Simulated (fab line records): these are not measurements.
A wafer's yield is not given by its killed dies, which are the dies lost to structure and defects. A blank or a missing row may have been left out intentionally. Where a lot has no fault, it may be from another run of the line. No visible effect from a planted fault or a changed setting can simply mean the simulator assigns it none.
Which tool is to blame?    flow berkeleyCmos170    14 lots, 42 wafers sampled, at 4 steps of a route of 331

## WHAT THE GAUGES SHOWED, per wafer
UCB170_GATE_THK_MEAS_05. Usual: for GATE_POLY_THK the level is 213.2 nm and the standard deviation is 1.8.
lot   measured      on            GATE_POLY_THK (nm)  flag
L111  day 6 21:23   filmMetro-01  211.6 210.6 211.9   
L115  day 7 10:38   filmMetro-01  214.7 214.2 215.3   
L114  day 7 10:39   filmMetro-04  213.7 213.2 215.4   
L113  day 7 10:43   filmMetro-04  213.6 211.6 214.2   
L116  day 8 01:52   filmMetro-02  211.6 211.9 210.9   
L117  day 8 01:52   filmMetro-01  210.8 211.9 211.2   
L118  day 8 09:57   filmMetro-01  211.1 211.1 211.6   
L119  day 8 14:12   filmMetro-02  213.6 214.1 215.4   
L126  day 10 04:26  filmMetro-04  214.6 212.6 212.7   
L129  day 10 11:37  filmMetro-02  215.9 215.5 216.3   
L128  day 10 11:39  filmMetro-01  210.9 209.8 210.7   
L130  day 10 23:59  filmMetro-01  212.8 215.8 212.2   
L134  day 11 15:25  filmMetro-01  214.5 215.1 213.5   
L132  day 11 15:29  filmMetro-01  214.1 212.3 213.1   

UCB170_NLDD_TW_MEAS_11. Usual: for NLDD_TW the level is 2223 and the standard deviation is 10.
lot   measured      on            NLDD_TW         flag
L111  day 7 03:53   filmMetro-02  2203 2217 2227  
L115  day 7 17:50   filmMetro-03  2226 2217 2230  
L114  day 7 17:37   filmMetro-01  2203 2223 2215  
L113  day 7 17:53   filmMetro-02  2209 2208 2223  
L116  day 8 07:59   filmMetro-03  2230 2236 2233  
L117  day 8 07:35   filmMetro-02  2227 2217 2214  
L118  day 8 17:38   filmMetro-01  2223 2218 2205  
L119  day 8 20:25   filmMetro-02  2218 2227 2223  
L126  day 10 09:31  filmMetro-03  2233 2229 2233  
L129  day 10 17:40  filmMetro-02  2215 2225 2226  
L128  day 10 16:59  filmMetro-03  2232 2236 2243  
L130  day 11 05:52  filmMetro-01  2233 2232 2234  
L134  day 11 21:07  filmMetro-03  2215 2214 2210  
L132  day 11 21:31  filmMetro-02  2218 2219 2213  

UCB170_NSD_OVL_MEAS_07. Usual: for NSD_OVL the level is -4 nm and the standard deviation is 5.2.
lot   measured      on          NSD_OVL (nm)  flag
L111  day 7 13:13   overlay-01  -6 -7 -8      
L115  day 8 03:08   overlay-01  7 4 -1        
L114  day 8 03:32   overlay-02  -1 -6 -3      
L113  day 8 03:25   overlay-02  2 -1 0        
L116  day 8 20:32   overlay-02  -9 -2 -5      
L117  day 8 20:15   overlay-02  -6 1 0        
L118  day 9 01:47   overlay-02  -8 -4 -3      
L119  day 9 02:04   overlay-01  -3 -7 -6      
L126  day 10 20:25  overlay-01  4 9 7         
L129  day 11 04:50  overlay-02  3 -2 -3       
L128  day 11 04:34  overlay-02  -12 -10 -10   
L130  day 11 13:01  overlay-01  -4 -9 -4      
L134  day 12 08:07  overlay-02  -1 4 0        
L132  day 12 08:46  overlay-02  -8 -8 -12     

## WHICH TOOL RAN EACH LOT (tool, then ch and the chambers of the sampled wafers, then the start)
lot   UCB170_PSD_DEVELOP_05
L111  lithoTrack-03 ch 0, day 7 10:00
L115  lithoTrack-03 ch 0, day 8 00:00
L114  lithoTrack-02 ch 0, day 8 00:00
L113  lithoTrack-01 ch 0, day 8 00:00
L116  lithoTrack-03 ch 0, day 8 15:00
L117  lithoTrack-03 ch 0, day 8 14:00
L118  lithoTrack-02 ch 0, day 9 00:00
L119  lithoTrack-03 ch 0, day 9 00:00
L126  lithoTrack-02 ch 0, day 10 17:00
L129  lithoTrack-02 ch 0, day 10 22:00
L128  lithoTrack-02 ch 0, day 10 22:00
L130  lithoTrack-02 ch 0, day 11 11:00
L134  lithoTrack-02 ch 0, day 12 04:00
L132  lithoTrack-03 ch 0, day 12 05:00
- UCB170_PSD_DEVELOP_05: develop time 45 s.

## WHAT THE TOOLS THEMSELVES READ (means of the sampled wafers that have a number; where no wafer has one, the mark that the record gives instead)
UCB170_PSD_DEVELOP_05. Usual: developerTempC 21.00 C, standard deviation 0.11; exhaustPa 44.8 Pa, standard deviation 0.96.
lot   tool           developerTempC (C)  exhaustPa (Pa)  flag
L111  lithoTrack-03  21.07               45.1            
L115  lithoTrack-03  20.99               45.0            
L114  lithoTrack-02  20.96               45.8            
L113  lithoTrack-01  21.10               45.0            
L116  lithoTrack-03  18.82               45.1            OFF
L117  lithoTrack-03  20.90               45.1            
L118  lithoTrack-02  21.07               43.8            
L119  lithoTrack-03  18.88               44.6            OFF
L126  lithoTrack-02  20.88               43.8            
L129  lithoTrack-02  21.11               45.2            
L128  lithoTrack-02  21.05               45.5            
L130  lithoTrack-02  20.95               44.7            
L134  lithoTrack-02  20.93               45.5            
L132  lithoTrack-03  21.01               45.5            

## THE ANSWER, worked out from the rows above alone
Rule: lot off if the mean of its wafers having a number is beyond 3 standard deviations from the usual mean. A lot without any number at a reading at which 4 lots or more have one is off too. All remaining lots with rows at the step are treated as sound. The gauges are gone through in route order, then the tools' own readings, and for those a lot's mean is taken as printed above. At the first step where some lot is off, the reading lying furthest off is the one used; lots without a number count as furthest.
Off: L116, L119, at UCB170_PSD_DEVELOP_05 (developerTempC).
A tool fits if, at that step or a process step before it, it ran every lot that is off, and no sound lot after the first of them. None of those tried fits.

## WHAT THE SIMULATOR HAD INSERTED
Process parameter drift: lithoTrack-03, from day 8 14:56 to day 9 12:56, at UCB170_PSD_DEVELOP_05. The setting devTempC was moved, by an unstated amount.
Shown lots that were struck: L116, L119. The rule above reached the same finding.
